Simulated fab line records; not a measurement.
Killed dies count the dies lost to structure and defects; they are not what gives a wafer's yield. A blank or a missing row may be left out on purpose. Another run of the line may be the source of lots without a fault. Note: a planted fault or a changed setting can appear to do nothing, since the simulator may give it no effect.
8D (eight disciplines) problem report, filled in by code	flow berkeley_cmos170	the parts of the form that need people (team, actions taken, sign-off) are left out

== 1. WHAT WENT WRONG ==
A mean of 693.6 nm is read at UCB170_V1_CD_MEAS_90 for cd_nm, taken on 1 wafer of 1 lot, against 700.3 nm (standard deviation 1.6) on wafers free of any fault. Relative to the usual mean, that is a shift of -4.2 standard deviations.
The step: target cd 700 nm.
Seen first at day 11 02:41 on cd_sem-02, wafer L619.1. The record holds 36 wafers of 12 lots with a number at this step. Rule for "out" (also "out of limits"): further than 4 standard deviations from the usual mean. The other wafers with a number count as sound.

== 2. WHAT IT IS; WHAT IT IS NOT ==
question	is	is not
which readings at this step	cd_nm	-
which lots	L619	L600, L601, L602, L603, L604, L605, L606, L607, L620, L621, L623
which wafers of those lots	L619.1	L619.2, L619.6
read on which gauges	cd_sem-02	cd_sem-01
when	from day 11 02:41	up to then (26 sound wafers); but 9 sound wafers of L620, L621, L623 came after

== 3. SUSPECTS, AND WHAT RULES EACH OUT ==
Counting: if a tool at a process step up to the reading ran every lot that is out, it stays a suspect. Sound lots after the first of them don't rule it out here, since some wafers of a struck lot are sound.
- the gauge at UCB170_V1_CD_MEAS_90 is ruled out. All the wafers that are out were read on cd_sem-02, but those of them that UCB170_V1_ETCH_14 has rows for are out there too, on other tools.
- rie_diel-02 at UCB170_V1_ETCH_14 (etches SiO2 in CHF3/CF4/Ar, stops on Al, target depth 1250 nm, time 291 s): kept. L619, the lot that is out, went through it at day 11 02:25; up to then, the latest sound lot through it was L607 at day 8 19:32. Its own readings are out on those wafers: rf_fwd_power_W.
- plasma_asher-03 at UCB170_V1_STRIP_15 (strips in O2): kept. L619, the lot that is out, went through it at day 11 02:35; up to then, the latest sound lot through it was L604 at day 8 10:47. Its own readings are out on those wafers: strip_time_to_endpoint_s.
- Within rie_diel-02 at UCB170_V1_ETCH_14: the wafers that are out ran in chamber 0; their sound lot-mates ran in chambers 1, 3.
- Within plasma_asher-03 at UCB170_V1_STRIP_15, the wafers that are out were processed in chamber 0 and their sound lot-mates in chamber 1.
The count leaves plasma_asher-03 at UCB170_V1_STRIP_15 and rie_diel-02 at UCB170_V1_ETCH_14.

== 4. THE CAUSE (what the simulator had put in) ==
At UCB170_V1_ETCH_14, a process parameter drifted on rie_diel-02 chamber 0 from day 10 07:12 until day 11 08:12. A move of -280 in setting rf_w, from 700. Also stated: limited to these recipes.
Of the 2 suspects that counting leaves, this tool is one.

== 5. THE CHAIN OF EFFECTS, in route order ==
One row per reading whose mean, taken over the struck wafers that have a number, lies over 3 standard deviations from the usual. Only readings whose record carries a usual standard deviation are examined. hours: median over the lots of the time between each lot's start at the first step of this table that gives one and its start at this step. sigmas: the change, counted in usual standard deviations.
hours	step	reading	usual	on struck wafers	change	sigmas
0	UCB170_V1_ETCH_14	rf_fwd_power_W	698.1 W	422.4	-275.7	-99 or more
0	UCB170_V1_STRIP_15	strip_time_to_endpoint_s	15.35 s	16.78	+1.43	+17
0	UCB170_V1_CD_MEAS_90	cd_nm	700.3 nm	693.6	-6.7	-4.2
Process steps it contains:
- UCB170_V1_ETCH_14: etches SiO2 in CHF3/CF4/Ar, stops on Al, target depth 1250 nm, time 291 s.
- UCB170_V1_STRIP_15: strips in O2.

== 6. HOW IT WOULD HAVE BEEN CAUGHT EARLIER ==
The first out-of-limits reading at a measuring or inspecting step in this record came at day 11 02:41, 19 hours after the fault's start at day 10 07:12.
Tool's own readings at UCB170_V1_ETCH_14, rf_fwd_power_W: out on all struck wafers the step has rows for; an alarm limit on them would have tripped on the first.
The start of UCB170_V1_ETCH_14 on rie_diel-02 came by day 11 02:41 for every one of the lots that are out (1). Had the tool been put on hold then, not one of them would have been saved.
